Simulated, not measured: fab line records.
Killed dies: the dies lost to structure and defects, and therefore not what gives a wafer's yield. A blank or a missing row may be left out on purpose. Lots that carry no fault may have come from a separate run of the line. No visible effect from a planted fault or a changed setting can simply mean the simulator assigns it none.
Which tool is to blame? | flow rit-cmos | 42 wafers from 14 lots sampled at 2 of the route's 202 steps

== WHAT EACH GAUGE READ, for each wafer ==
RIT_GATE_CD_MEAS_16: the cd target is 150 nm. Usual: 148.7 nm for cd-nm, sd 2.5.
lot  | measured    | on        | cd-nm (nm)        | flag
L901 | day 2 18:31 | cd-sem-01 | 150.3 152.0 150.1 |
L902 | day 2 23:35 | cd-sem-02 | 148.0 146.3 148.5 |
L903 | day 3 02:34 | cd-sem-02 | 147.4 147.5 150.1 |
L904 | day 3 08:40 | cd-sem-01 | 149.1 150.3 146.9 |
L905 | day 3 13:05 | cd-sem-01 | 151.6 152.3 151.4 |
L906 | day 3 18:17 | cd-sem-02 | 148.4 147.4 146.0 |
L907 | day 3 23:21 | cd-sem-01 | 143.2 145.0 144.3 |
L911 | day 4 19:26 | cd-sem-01 | 148.5 145.6 149.4 |
L914 | day 5 11:02 | cd-sem-01 | 147.1 145.6 145.9 |
L913 | day 5 11:28 | cd-sem-01 | 159.2 159.4 161.1 | OFF
L915 | day 5 14:58 | cd-sem-02 | 161.3 160.4 162.6 | OFF
L919 | day 6 11:16 | cd-sem-01 | 144.5 146.9 147.8 |
L920 | day 6 16:03 | cd-sem-02 | 152.0 150.0 149.9 |
L922 | day 7 03:06 | cd-sem-02 | 144.2 144.3 143.5 |

== TOOL THAT RAN EACH LOT (tool first, then ch and the chambers of the sampled wafers, then the start) ==
lot  | RIT_GATE_COAT_11
L901 | litho-track-01 ch 0, day 2 17:40
L902 | litho-track-02 ch 0, day 2 22:53
L903 | litho-track-04 ch 0, day 3 01:52
L904 | litho-track-04 ch 0, day 3 07:58
L905 | litho-track-01 ch 0, day 3 12:23
L906 | litho-track-02 ch 0, day 3 17:33
L907 | litho-track-04 ch 0, day 3 22:32
L911 | litho-track-04 ch 0, day 4 18:26
L914 | litho-track-02 ch 0, day 5 10:20
L913 | litho-track-04 ch 0, day 5 10:38
L915 | litho-track-04 ch 0, day 5 14:16
L919 | litho-track-02 ch 0, day 6 10:34
L920 | litho-track-02 ch 0, day 6 15:13
L922 | litho-track-01 ch 0, day 7 02:17
- RIT_GATE_COAT_11: resist thk 850 nm.

== AS READ BY THE TOOLS THEMSELVES (means over the sampled wafers that have a number; for cases with no such wafer, the mark the record gives instead) ==
RIT_GATE_COAT_11. Usual: chill-plate-temp-C 23.01 C, standard deviation 0.1; spin-speed-rpm 4249.7 rpm, standard deviation 2.9.
lot  | tool           | chill-plate-temp-C (C) | spin-speed-rpm (rpm) | flag
L901 | litho-track-01 | 22.95                  | 4248.1               |
L902 | litho-track-02 | 22.96                  | 4247.8               |
L903 | litho-track-04 | 22.96                  | 4249.7               |
L904 | litho-track-04 | 22.96                  | 4246.3               |
L905 | litho-track-01 | 23.03                  | 4247.3               |
L906 | litho-track-02 | 23.07                  | 4252.2               |
L907 | litho-track-04 | 23.11                  | 4246.6               |
L911 | litho-track-04 | 22.96                  | 4247.8               |
L914 | litho-track-02 | 23.11                  | 4253.1               |
L913 | litho-track-04 | 23.01                  | 3641.7               | OFF
L915 | litho-track-04 | 23.08                  | 3640.9               | OFF
L919 | litho-track-02 | 22.98                  | 4248.5               |
L920 | litho-track-02 | 23.02                  | 4252.1               |
L922 | litho-track-01 | 22.95                  | 4247.0               |

== THE ANSWER, worked out from the rows above alone ==
Rule: a lot is off if the mean of its wafers that have a number lies more than 3 standard deviations from the usual mean. A lot without any number at a reading at which 4 lots or more have one is off too. Any other lot the step has rows for is counted as sound. First the gauges in route order, then the tools' own readings, where a lot's mean is used as printed above. The first step at which some lot is off is used, and at that step the reading that is off furthest; a lot without a number counts as furthest.
Off: L913, L915, at RIT_GATE_CD_MEAS_16 (cd-nm).
A tool fits if, at a process step before that reading, it ran every lot that is off, and no sound lot after the first of them. Not tried: the gauges at RIT_GATE_CD_MEAS_16; whatever is off there is also off at RIT_GATE_COAT_11, on other tools, and gauge error can't account for it. One fits: litho-track-04 at RIT_GATE_COAT_11. A fault onset in the window from L911 (day 4 18:26, its last sound lot) to L913 (day 5 10:38, its first lot off) fits.
The tool's own readings at RIT_GATE_COAT_11 bear it out: on the lots that are off they differ by more than 5 times the standard deviation of the sound lots' means. spin-speed-rpm reads 3641.3 rpm there against 4248.9 rpm on the sound lots.

== WHAT THE SIMULATOR HAD INSERTED ==
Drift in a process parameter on litho-track-04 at RIT_GATE_COAT_11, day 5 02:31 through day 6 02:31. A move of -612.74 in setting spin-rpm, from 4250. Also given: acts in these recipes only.
Shown lots that were struck: L913, L915. This agrees with what the rule above found.
